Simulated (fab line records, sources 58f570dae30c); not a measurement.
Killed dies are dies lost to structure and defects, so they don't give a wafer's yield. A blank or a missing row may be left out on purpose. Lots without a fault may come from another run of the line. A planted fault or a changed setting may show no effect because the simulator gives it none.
One fault seen from 2 desks | flow berkeley_cmos170 | each desk has only its own numbers; what lay behind them comes last

THE METROLOGY DESK
What the gauges read, lot by lot, whatever tool the lot ran on: means of the sampled wafers that have a number. A lot is out of limits, marked OUT, if its mean lies more than 4 standard deviations from the usual mean; the brackets give that distance.
Columns: A = NVT_OVL at UCB170_NVT_OVL_MEAS_06, usual 2 nm; B = PLDD_TW at UCB170_PLDD_TW_MEAS_11, usual 1007; C = M3_OVL at UCB170_M3_OVL_MEAS_16, usual 3 nm
lot  | first seen here | A  | B              | C
L776 | day 6 23:25     | 1  | 1001           | -1
L779 | day 7 00:13     | 3  | 1015           | 1
L778 | day 7 00:29     | 0  | 1022           | -5
L777 | day 7 01:02     | 10 | 999            | 2
L782 | day 7 07:58     | 6  | 1013           | 2
L781 | day 7 08:12     | -0 | 992            | 2
L780 | day 7 13:04     | 8  | 993            | 0
L786 | day 8 07:35     | 8  | 964 (-4.4) OUT | 7
L791 | day 8 22:25     | 1  | 1012           | 7
L789 | day 8 22:45     | 0  | 964 (-4.4) OUT | -1
L788 | day 8 22:53     | 9  | 963 (-4.5) OUT | 4
L796 | day 10 06:37    | 11 | 997            | 6
L795 | day 10 06:55    | 1  | 995            | 7
L797 | day 10 18:56    | 2  | 1013           | 3
L799 | day 10 19:07    | 2  | 1014           | 7
This desk's finding: out of limits on L786, L788, L789; first on L786, day 9 01:14 (PLDD_TW at UCB170_PLDD_TW_MEAS_11). In limits: L776, L779, L778, L777, L782, L781, L780, L791, L796, L795, L797, L799.

THE TOOL OWNER'S DESK: implanter-01
The tool's own readings at UCB170_PLDD_IMPLANT_08: means of the sampled wafers that have a number, for each lot that ran on this tool. A lot is out of limits, marked OUT, if its mean lies more than 4 standard deviations from the usual mean; the brackets give that distance.
Columns: A = tilt_deg at UCB170_PLDD_IMPLANT_08, usual 6.996 degrees
lot  | first seen here | A
L781 | day 8 03:27     | 7.033
L782 | day 8 04:17     | 6.973
L786 | day 9 00:53     | 0.007 (-99 or more) OUT
L788 | day 9 15:47     | 0.019 (-99 or more) OUT
L789 | day 9 16:41     | 0.013 (-99 or more) OUT
This desk's finding: out of limits on L786, L788, L789; first on L786, day 9 00:53 (tilt_deg at UCB170_PLDD_IMPLANT_08). In limits: L781, L782.

PUT TOGETHER
The tool owner's desk could have raised an alarm at day 9 00:53, on L786, L788, L789.
The metrology desk could have raised an alarm at day 9 01:14, on L786, L788, L789.
Of the lots named, all ran UCB170_PLDD_IMPLANT_08 on implanter-01.

WHAT THE SIMULATOR HAD PUT IN
Process parameter drift: implanter-01, from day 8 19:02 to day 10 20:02, at UCB170_PLDD_IMPLANT_08. Setting tilt_deg, moved by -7, from 7. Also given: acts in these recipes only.
Lots struck among those shown: L786, L788, L789.
Hours from the fault's start to each desk's first reading out of limits: the tool owner's desk, 6; the metrology desk, 6.
